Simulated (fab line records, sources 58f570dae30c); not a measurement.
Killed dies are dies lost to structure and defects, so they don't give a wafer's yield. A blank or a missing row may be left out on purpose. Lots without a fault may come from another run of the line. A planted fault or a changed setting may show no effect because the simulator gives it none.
Split-lot experiment | flow berkeley_cmos170 | 5 lots, 23 wafers read, on a route of 331 steps

THE SPLIT
At UCB170_PFIELD_IMPLANT_07, the setting energy_kev was moved away from the recipe's 80 on 8 of the 23 wafers read, by -3.8% to -1.8%. The other wafers ran this setting at the recipe's value.

The reading is taken at the split's own step.

THE READING
implant.drp_nm (the simulator's own value, which no gauge read), in nm, at UCB170_PFIELD_IMPLANT_07. The file gives no usual value for it.

wafer  | tool, chamber at the split | energy_kev as run | against the recipe | implant.drp_nm, nm | against lot-mates on the recipe
L074.1 | implanter-04, 0            | 76.94             | -3.8%              | 73.45              | -1.41
L074.4 | implanter-04, 0            | 76.94             | -3.8%              | 73.45              | -1.41
L074.5 | implanter-04, 0            | 76.94             | -3.8%              | 73.45              | -1.41
L074.2 | implanter-04, 0            | 80                | recipe             | 74.86              | -
L074.3 | implanter-04, 0            | 80                | recipe             | 74.86              | -
L075.2 | implanter-04, 0            | 80                | recipe             | 74.86              | -
L075.4 | implanter-04, 0            | 80                | recipe             | 74.86              | -
L075.5 | implanter-04, 0            | 80                | recipe             | 74.86              | -
L077.1 | implanter-04, 0            | 80                | recipe             | 74.86              | -
L077.4 | implanter-04, 0            | 80                | recipe             | 74.86              | -
L077.3 | implanter-04, 0            | 78.58             | -1.8%              | 74.21              | -0.65
L077.5 | implanter-04, 0            | 78.58             | -1.8%              | 74.21              | -0.65
L077.6 | implanter-04, 0            | 78.58             | -1.8%              | 74.21              | -0.65
L081.1 | implanter-03, 0            | 78.2              | -2.2%              | 74.04              | -0.82
L081.3 | implanter-03, 0            | 78.2              | -2.2%              | 74.04              | -0.82
L081.2 | implanter-03, 0            | 80                | recipe             | 74.86              | -
L081.4 | implanter-03, 0            | 80                | recipe             | 74.86              | -
L081.5 | implanter-03, 0            | 80                | recipe             | 74.86              | -
L084.2 | implanter-01, 0            | 80                | recipe             | 74.86              | -
L084.3 | implanter-01, 0            | 80                | recipe             | 74.86              | -
L084.4 | implanter-01, 0            | 80                | recipe             | 74.86              | -
L084.5 | implanter-01, 0            | 80                | recipe             | 74.86              | -
L084.6 | implanter-01, 0            | 80                | recipe             | 74.86              | -

THE FIT
A straight line over all 23 wafers: implant.drp_nm changes by +0.368 nm for each +1% of energy_kev; r = +1.00; the points scatter about the line by 0.0028 nm.
The same after taking each lot's own level away (the mean of its wafers on the recipe; 23 wafers): +0.368 nm for each +1%; r = +1.00; scatter 0.0028 nm.
On that fit, the largest move of energy_kev shifts the reading by 1.4 nm.
The lots' own levels span 74.860 to 74.860 nm.
So the lot-to-lot level changes the slope little: the two slopes agree.
Check: with one of the wafers moved furthest among these (-3.8%) left out of the fit, the line predicts -1.41 nm for it against its lot-mates. It came out at -1.41 nm against them.

OTHER SPLITS ON THESE WAFERS
These wafers also went through other splits before the reading. Each is held against what the fit with the lots' levels taken away leaves over:
other split on the same wafers      | wafers away from the commonest value | r with implant.drp_nm (lot level and that fit taken away)
UCB170_START_OXIDATION_02 ox_time_s | 15                                   | +0.49
UCB170_ZERO_COAT_01 spin_rpm        | 7                                    | +0.02
UCB170_ZERO_DEVELOP_05 dev_temp_c   | 10                                   | +0.13
UCB170_PWELL_CVD_05 pressure_mtorr  | 10                                   | -0.01
UCB170_ACTIVE_CVD_05 pressure_mtorr | 10                                   | +0.61
UCB170_ACTIVE_EXPOSE_10 dose_mj     | 10                                   | +0.00

THE FILE'S OWN FIT
implant.drp_nm changes by +0.366 nm for each +1% of energy_kev, r = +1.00.
